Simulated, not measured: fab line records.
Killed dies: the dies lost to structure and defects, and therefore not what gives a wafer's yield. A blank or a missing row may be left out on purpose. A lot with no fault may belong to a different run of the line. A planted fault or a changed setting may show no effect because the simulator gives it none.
Which tool was responsible? ; flow berkeley-cmos170 ; 15 lots, 45 wafers sampled, at 3 steps of a route of 331

== WHAT EACH GAUGE READ, for each wafer ==
UCB170_V1_THK_MEAS_01.
lot;measured;on;V1_TEOS_THK (nm)
L108;day 7 01:36;film-metro-01;1974 1977 1999
L110;day 8 03:19;film-metro-01;1964 1971 1983
L115;day 8 13:23;film-metro-04;1999 1997 2040
L112;day 8 13:28;film-metro-02;1983 2023 1999
L114;day 8 13:33;film-metro-04;1983 1974 2010
L116;day 8 23:49;film-metro-02;1989 1951 1974
L113;day 9 02:39;film-metro-01;1990 1995 2043
L117;day 9 02:41;film-metro-04;1999 1974 1974
L119;day 9 16:10;film-metro-04;1999 1988 2035
L120;day 9 19:51;film-metro-04;1959 1959 2019
L123;day 10 08:49;film-metro-02;1978 1986 2019
L124;day 10 08:51;film-metro-01;2010 2003 2045
L128;day 11 11:25;film-metro-01;1947 1978 1977
L130;day 11 11:25;film-metro-02;2014 2022 2016
L131;day 11 23:41;film-metro-04;1962 2011 2027

UCB170_V1_OVL_MEAS_13.
lot;measured;on;V1_OVL (nm)
L108;day 7 04:48;overlay-02;-4 3 3
L110;day 8 05:34;overlay-02;5 6 1
L115;day 8 15:19;overlay-01;10 6 4
L112;day 8 15:33;overlay-01;5 7 -1
L114;day 8 15:55;overlay-01;-1 8 -8
L116;day 9 04:23;overlay-02;12 15 12
L113;day 9 06:36;overlay-01;9 1 8
L117;day 9 06:44;overlay-02;8 7 8
L119;day 9 18:05;overlay-02;6 6 -5
L120;day 9 21:56;overlay-01;3 0 2
L123;day 10 12:04;overlay-01;1 6 4
L124;day 10 12:19;overlay-01;6 5 10
L128;day 11 14:02;overlay-01;6 4 5
L130;day 11 14:17;overlay-02;7 8 8
L131;day 12 01:36;overlay-01;-4 6 4

UCB170_M2_OVL_MEAS_16.
lot;measured;on;M2_OVL (nm)
L108;day 7 08:16;overlay-01;-9 3 -5
L110;day 8 10:17;overlay-01;-2 -3 -1
L115;day 8 19:13;overlay-02;15 3 10
L112;day 8 20:50;overlay-01;-5 1 3
L114;day 8 21:01;overlay-01;-6 -5 -5
L116;day 9 09:04;overlay-02;1 1 -9
L113;day 9 10:11;overlay-01;2 1 4
L117;day 9 10:26;overlay-02;-1 3 3
L119;day 9 21:01;overlay-02;4 -6 5
L120;day 10 00:52;overlay-01;4 -6 1
L123;day 10 15:13;overlay-02;-11 -8 -13
L124;day 10 15:27;overlay-02;-10 -10 -9
L128;day 11 16:53;overlay-01;-4 1 2
L130;day 11 17:07;overlay-02;-1 -7 -4
L131;day 12 04:10;overlay-02;0 -10 -4

== WHAT TOOL EACH LOT RAN ON (gives the tool, then ch and the chambers of the sampled wafers, and finally the start) ==
Record: no process step prior to these readings.

== AS READ BY THE TOOLS THEMSELVES (means over the sampled wafers that have a number; for cases with no such wafer, the mark the record gives instead) ==
The record holds no such reading with a usual standard deviation.

== THE ANSWER, worked out from the rows above alone ==
Rule: usual is defined by the lots themselves. Put in order of their means at a reading, lots are off if they are a third of the lots or fewer, leave a main group of 4 or more, and stand apart from it by a gap of 3 or more times the standard deviation of the main group's means; of several such gaps the widest counts. A main group is skipped when, at the precision printed for the reading in the tables above, its means are all equal. Also off: a lot with no number at a reading for which 4 or more lots have one. Any other lot the step has rows for is counted as sound. The gauges are gone through in route order, then the tools' own readings, and for those a lot's mean is taken as printed above. At the first step where some lot is off, the reading lying furthest off is the one used; lots without a number count as furthest.
Across all readings shown, no lot is off: no conclusion can be drawn from this.

== WHAT THE SIMULATOR HAD PUT IN ==
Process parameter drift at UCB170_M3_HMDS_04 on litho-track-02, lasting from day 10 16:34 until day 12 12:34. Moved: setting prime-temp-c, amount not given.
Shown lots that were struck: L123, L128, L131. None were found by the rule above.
